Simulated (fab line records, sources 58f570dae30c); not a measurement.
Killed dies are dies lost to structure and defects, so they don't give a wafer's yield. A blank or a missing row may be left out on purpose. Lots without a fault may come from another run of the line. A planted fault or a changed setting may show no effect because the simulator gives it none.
Problem report in the 8D (eight disciplines) form, filled by code | flow berkeley_cmos170 | the parts of the form that need people (team, actions taken, sign-off) are left out

1. THE PROBLEM
spin_speed_rpm at UCB170_PWELL_COAT_08 reads a mean of 1277.5 rpm on 9 wafers of 3 lots; wafers without a fault read 1499.9 rpm with a standard deviation of 1.1. That is -99 or more standard deviations from the usual mean.
The step: resist thk 900 nm.
First seen on wafer L791.2, day 6 16:06, on litho_track-04. The record holds 45 wafers of 15 lots with a number at this step. Rule for "out", or "out of limits": more than 4 standard deviations from the usual mean. The other wafers with a number count as sound.

2. WHAT IT IS AND WHAT IT IS NOT
question                    | is                     | is not
which readings at this step | spin_speed_rpm         | -
which lots                  | L791, L793, L795       | L775, L776, L778, L779, L780, L781, L783, L787, L789, L796, L797, L798
which wafers of those lots  | all that have a number | -
read on which tools         | litho_track-04         | litho_track-01, litho_track-02
when                        | from day 6 16:06       | up to then (27 sound wafers); but 9 sound wafers of L796, L797, L798 came after

3. SUSPECTS, AND WHAT RULES EACH OUT
Counting: a tool at a process step up to the reading stays a suspect if it ran every lot that is out and no sound lot after the first of them.
- litho_track-04 at UCB170_PWELL_COAT_08 (resist thk 900 nm): kept. It ran every lot that is out, first L791 (day 6 16:06), and no sound lot after that; its last sound lot up to then is L783 (day 4 14:07). Its own readings are out on those wafers: spin_speed_rpm.
Left after counting: litho_track-04 at UCB170_PWELL_COAT_08.

4. THE CAUSE (what the simulator had put in)
Process parameter drift: litho_track-04, from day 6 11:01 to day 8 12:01, at UCB170_PWELL_COAT_08. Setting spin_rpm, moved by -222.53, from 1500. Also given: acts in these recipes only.
Counting left only this tool.

5. THE CHAIN OF EFFECTS, in route order
Each row: a reading whose mean over the struck wafers that have a number lies more than 3 standard deviations from the usual. Only readings for which the record gives a usual standard deviation are gone through. hours: the time from each lot's start at the first step in this table that gives one to its start at this step, as a median over the lots. sigmas: the change in usual standard deviations.
hours | step                  | reading                  | usual      | on struck wafers | change | sigmas
0     | UCB170_PWELL_COAT_08  | spin_speed_rpm           | 1499.9 rpm | 1277.5           | -222.4 | -99 or more
2     | UCB170_PWELL_STRIP_16 | strip_time_to_endpoint_s | 18.04 s    | 19.81            | +1.77  | +24
The process steps in it:
- UCB170_PWELL_COAT_08: resist thk 900 nm.
- UCB170_PWELL_STRIP_16: strips in O2.

6. WHAT WOULD HAVE CAUGHT IT SOONER
In this record the first reading out of limits was taken at day 6 16:06, 5 hours after the fault began at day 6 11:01.
